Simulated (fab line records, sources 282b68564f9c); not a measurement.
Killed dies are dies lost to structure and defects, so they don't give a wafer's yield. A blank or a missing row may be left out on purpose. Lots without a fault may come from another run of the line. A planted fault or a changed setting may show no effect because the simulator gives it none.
A struck lot beside a sound one | flow rit_cmos | 18 steps out of a route of 202
Sound: wafers L803.3, L803.5, L803.6. Struck: wafers L798.2, L798.5. (L798.6 of the same lot was not struck and is left out.) The cause comes at the end.
At each step with rows: each side's tool, then ch and its chambers, then its first start. Under that, the readings that differ: sound wafers | struck wafers | difference of the means | sigmas: that difference in standard deviations of wafers without a fault.
alike: readings whose means differ by less than 2 such deviations, and words and numbers that are the same on both sides. not compared: withheld readings, readings that some wafer has no value for, bounds like >300 that may hide the same value, and numbers for which the record gives no deviation and whose values overlap.
The two part at a step that has a row with sigmas, a row that says differs or no value, or rows on one side only. Numbers that don't overlap but have no deviation are shown without sigmas and don't part them. A reading that every wafer of one side lacks parts them only if that side has two wafers or more.

RIT_M1_SPUTTER_00: material Al, target thk 400 nm, time 500 s.
  sound on pvd_sputter-04, day 6 07:16; struck on pvd_sputter-01, day 5 06:48
  alike: throttle_valve_pct
RIT_M1_RS_MEAS_01: measures by four-point-probe.
  sound on film_metro-04, day 6 07:36; struck on film_metro-04, day 5 07:07
  alike: M1_AL_RS
RIT_M1_THK_MEAS_02: measures by xrf.
  sound on film_metro-04, day 6 07:42; struck on film_metro-04, day 5 07:13
  alike: M1_AL_THK
then, 6 steps without rows for these wafers: RIT_M1_HMDS_03 (prime time 60 s); RIT_M1_COAT_04 (resist thk 1300 nm); RIT_M1_SOFTBAKE_05 (time 60 s); RIT_M1_EXPOSE_06 (exposes mask M12, target cd 2600 nm); RIT_M1_PEB_07; RIT_M1_DEVELOP_08 (develop time 68 s).
RIT_M1_CD_MEAS_09: target cd 2600 nm.
  sound on cd_sem-02, day 6 08:40; struck on cd_sem-02, day 5 08:12
  alike: cd_nm
RIT_M1_OVL_MEAS_10:
  sound on overlay-02, day 6 08:45; struck on overlay-02, day 5 08:19
  alike: M1_OVL
then, 1 step without rows for these wafers: RIT_M1_HARDBAKE_11 (time 120 s).
RIT_M1_METAL_ETCH_12: etches Al in Cl2/BCl3, stops on SiO2, time 165 s, target depth 600 nm.
  sound on rie_metal-03 ch 0,1, day 6 09:05; struck on rie_metal-01 ch 0, day 5 08:35
  reading                                  | sound             | struck      | difference | sigmas
  oes_product_au (a.u.)                    | 0.801 0.778 0.801 | 0.626 0.627 | -0.167     | -10
  over_etch_frac                           | 0.5 0.5 0.5       | 1.25 1.25   | +0.75      |
  throttle_valve_pct (%)                   | 8.16 8.06 8.14    | 8.34 8.35   | +0.22      | +3
  model.NOVOLAK_of_M1_COAT_04.thk_nm (nm)  | 810.2 803.1 807.5 | 643.4 639.9 | -165.3     |
  model.SiO2_of_CONTACT_CVD_00.thk_nm (nm) | 366 365.6 364.2   | 339.4 347.2 | -22.0      |
  model.M1.feature_depth_nm (nm)           | 431.7 427.7 427.6 | 444.8 447.9 | +17.4      |
  alike: chamber_pressure_mTorr, drypump_motor_current_A
  not compared: rf_hours_counter_h
then, 1 step without rows for these wafers: RIT_M1_STRIP_13 (strips in nmp, time 600 s).
RIT_M1_STRIP_14: strips in O2, time 180 s.
  sound on plasma_asher-02 ch 0,1, day 6 09:26; struck on plasma_asher-03 ch 0,1, day 5 09:06
  alike: chamber_pressure_mTorr, drypump_motor_current_A
  not compared: rf_hours_counter_h
RIT_M1_CD_MEAS_90: target cd 2600 nm.
  sound on cd_sem-02, day 6 09:35; struck on cd_sem-01, day 5 09:18
  reading    | sound          | struck    | difference | sigmas
  cd_nm (nm) | 2606 2605 2604 | 2590 2588 | -16        | -5
then, 1 step without rows for these wafers: RIT_M1_ANNEAL_15 (time 1800 s).
RIT_M1_PROBE_99:
  sound on prober-01, day 6 11:23; struck on prober-02, day 5 11:04
  reading                                 | sound                        | struck            | difference | sigmas
  model.etest.antenna_m1.gate_log10_a_cm2 | -5.399 -5.716 -5.657         | -5.758 -5.765     | -0.171     |
  model.etest.antenna_m1.vt_shift_v (V)   | -0.007033 -0.008789 -0.01288 | -0.02952 -0.02291 | -0.01665   |
  alike: defect_limited_yield, killed_at_front_end, killed_dies, killed_open, killed_short, sort_bin_3_pad_short, sort_bin_5_function, sort_bin_6_memory, sort_n_pass, sort_yield_pct

WHERE THEY PART
First at RIT_M1_METAL_ETCH_12; last, within this record, at RIT_M1_CD_MEAS_90. Later steps at which nothing parts them and some readings are alike: RIT_M1_PROBE_99.

WHY: what the simulator had put in
Process parameter drift: rie_metal-01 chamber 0, from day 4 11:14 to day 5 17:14, at RIT_M1_METAL_ETCH_12. Setting over_etch_frac, moved by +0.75, from 0.5.
